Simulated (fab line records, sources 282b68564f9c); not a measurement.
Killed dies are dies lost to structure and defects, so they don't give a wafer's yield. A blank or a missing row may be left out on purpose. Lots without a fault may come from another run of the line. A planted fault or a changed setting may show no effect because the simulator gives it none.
One fault seen from 2 desks | flow rit_cmos | each desk has only its own numbers; what lay behind them comes last

THE METROLOGY DESK
What the gauges read, lot by lot, whatever tool the lot ran on: means of the sampled wafers that have a number. A lot is out of limits, marked OUT, if its mean lies more than 4 standard deviations from the usual mean; the brackets give that distance.
Columns: A = NSD_TW at RIT_NSD_TW_MEAS_10, usual 3100
lot  | first seen here | A
L313 | day 3 00:47     | 3117
L314 | day 3 05:53     | 3026
L315 | day 3 10:41     | 3026
L316 | day 3 18:52     | 3133
L317 | day 3 20:44     | 3136
L319 | day 4 06:03     | 3142
L320 | day 4 10:00     | 3145
L324 | day 5 06:23     | 3134
L325 | day 5 13:17     | 3139
L329 | day 6 06:47     | 3138
L332 | day 6 23:04     | 3044
L333 | day 7 04:06     | 3036
L335 | day 7 12:37     | 3045
L336 | day 7 20:14     | 3041
This desk's finding: nothing out of limits on any of the 14 lots.

THE TOOL OWNER'S DESK: rie_diel-04
The tool's own readings at RIT_CONTACT_ETCH_11 (etches SiO2 in CHF3/CF4/Ar, stops on TiSi2, target depth 480 nm, time 320 s): means of the sampled wafers that have a number, for each lot that ran on this tool. A lot is out of limits, marked OUT, if its mean lies more than 4 standard deviations from the usual mean; the brackets give that distance.
Columns: A = drypump_motor_current_A at RIT_CONTACT_ETCH_11, usual 5.8 A; B = oes_product_au at RIT_CONTACT_ETCH_11, usual 0.985 a.u.; C = run_length_s at RIT_CONTACT_ETCH_11, usual 348.5 s; D = throttle_valve_pct at RIT_CONTACT_ETCH_11, usual 8.90 %
lot  | first seen here | A   | B     | C                       | D
L314 | day 3 10:12     | 5.8 | 0.980 | 348.5                   | 8.97
L316 | day 3 23:13     | 5.8 | 0.995 | 348.7                   | 8.95
L320 | day 4 14:38     | 6.0 | 0.989 | 348.8                   | 8.94
L324 | day 5 10:40     | 5.8 | 0.980 | 476.5 (+99 or more) OUT | 8.97
L325 | day 5 17:35     | 5.6 | 0.982 | 476.8 (+99 or more) OUT | 8.96
This desk's finding: out of limits on L324, L325; first on L324, day 5 10:40 (run_length_s at RIT_CONTACT_ETCH_11). In limits: L314, L316, L320.

PUT TOGETHER
The tool owner's desk could have raised an alarm at day 5 10:40, on L324, L325.
The metrology desk saw nothing out of limits.
The metrology desk has L324, L325 on record, within its limits.
Of the lots named, all ran RIT_CONTACT_ETCH_11 on rie_diel-04.

WHAT THE SIMULATOR HAD PUT IN
Process parameter drift: rie_diel-04, from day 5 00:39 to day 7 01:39, at RIT_CONTACT_ETCH_11. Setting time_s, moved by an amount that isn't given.
Lots struck among those shown: L324, L325.
Hours from the fault's start to each desk's first reading out of limits: the tool owner's desk, 10.
